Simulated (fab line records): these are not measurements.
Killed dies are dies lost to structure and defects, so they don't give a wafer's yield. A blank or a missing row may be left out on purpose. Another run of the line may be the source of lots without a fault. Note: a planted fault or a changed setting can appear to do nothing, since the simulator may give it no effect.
2 desks looking at one fault    flow berkeley-cmos170    each desk has only its own numbers; what lay behind them comes last

== FROM THE METROLOGY DESK ==
Means of the sampled wafers that have a number, per lot and without regard to the tool the lot ran on: this is what the gauges read. If a lot's mean is further than 4 standard deviations from the usual mean, the lot is out of limits and carries the mark OUT (the distance appears in the brackets).
Columns: A = PWELL_OXIDE_THK at UCB170_PWELL_THK_MEAS_03, usual 26.4 nm; B = SACOX_OXIDE_THK at UCB170_SACOX_THK_MEAS_02, usual 14.47 nm; C = cd-nm at UCB170_M2_CD_MEAS_15, usual 700.4 nm
lot   first seen here  A     B      C
L407  day 2 15:02      26.5  14.73  699.1
L409  day 2 22:21      27.1  14.29  699.4
L410  day 3 09:32      26.7  14.26  699.1
L411  day 3 09:32      26.9  14.33  702.7
L412  day 3 17:53      27.1  14.32  699.9
L413  day 4 03:55      25.9  14.36  700.8
L415  day 4 14:40      26.6  14.50  700.3
L416  day 4 19:56      26.5  14.37  702.2
L421  day 5 21:34      26.1  14.57  700.5
L422  day 6 03:50      26.6  14.31  699.0
L424  day 6 07:56      25.8  14.91  699.2
L425  day 6 11:52      27.1  14.63  700.2
L428  day 6 22:02      26.5  14.16  699.9
L429  day 7 07:07      26.9  14.44  703.4
This desk found nothing out of limits on any of the 14 lots.

== FOR THE TOOL OWNER'S DESK: litho-track-04 ==
The tool's own readings at UCB170_NSD_DEVELOP_05 (develop time 45 s): means of the sampled wafers that have a number, for each lot that ran on this tool. If a lot's mean is further than 4 standard deviations from the usual mean, the lot is out of limits and carries the mark OUT (the distance appears in the brackets).
Columns: A = developer-temp-C at UCB170_NSD_DEVELOP_05, usual 20.98 C
lot   first seen here  A
L409  day 6 21:00      20.92
L410  day 7 06:00      21.03
L416  day 8 14:00      21.00
L415  day 8 15:00      20.98
L421  day 10 10:00     21.66 (+6.2) OUT
L424  day 10 15:00     21.82 (+7.6) OUT
This desk's finding: out of limits on L421, L424; first on L421, day 10 10:00 (developer-temp-C at UCB170_NSD_DEVELOP_05). Within limits: L409, L410, L416, L415.

== TAKEN TOGETHER ==
On L421, L424, at day 10 10:00, an alarm was possible from the tool owner's desk.
From the metrology desk's view, nothing was out of limits.
The metrology desk has L421, L424 on record, within its limits.
UCB170_NSD_DEVELOP_05 was run on litho-track-04 by each of the lots named.

== WHAT THE SIMULATOR HAD INSERTED ==
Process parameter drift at UCB170_NSD_DEVELOP_05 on litho-track-04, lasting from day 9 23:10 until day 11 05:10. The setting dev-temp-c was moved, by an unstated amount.
Shown lots that were struck: L421, L424.
Delay in hours, fault start to first out-of-limits reading, by desk: the tool owner's desk at 11.
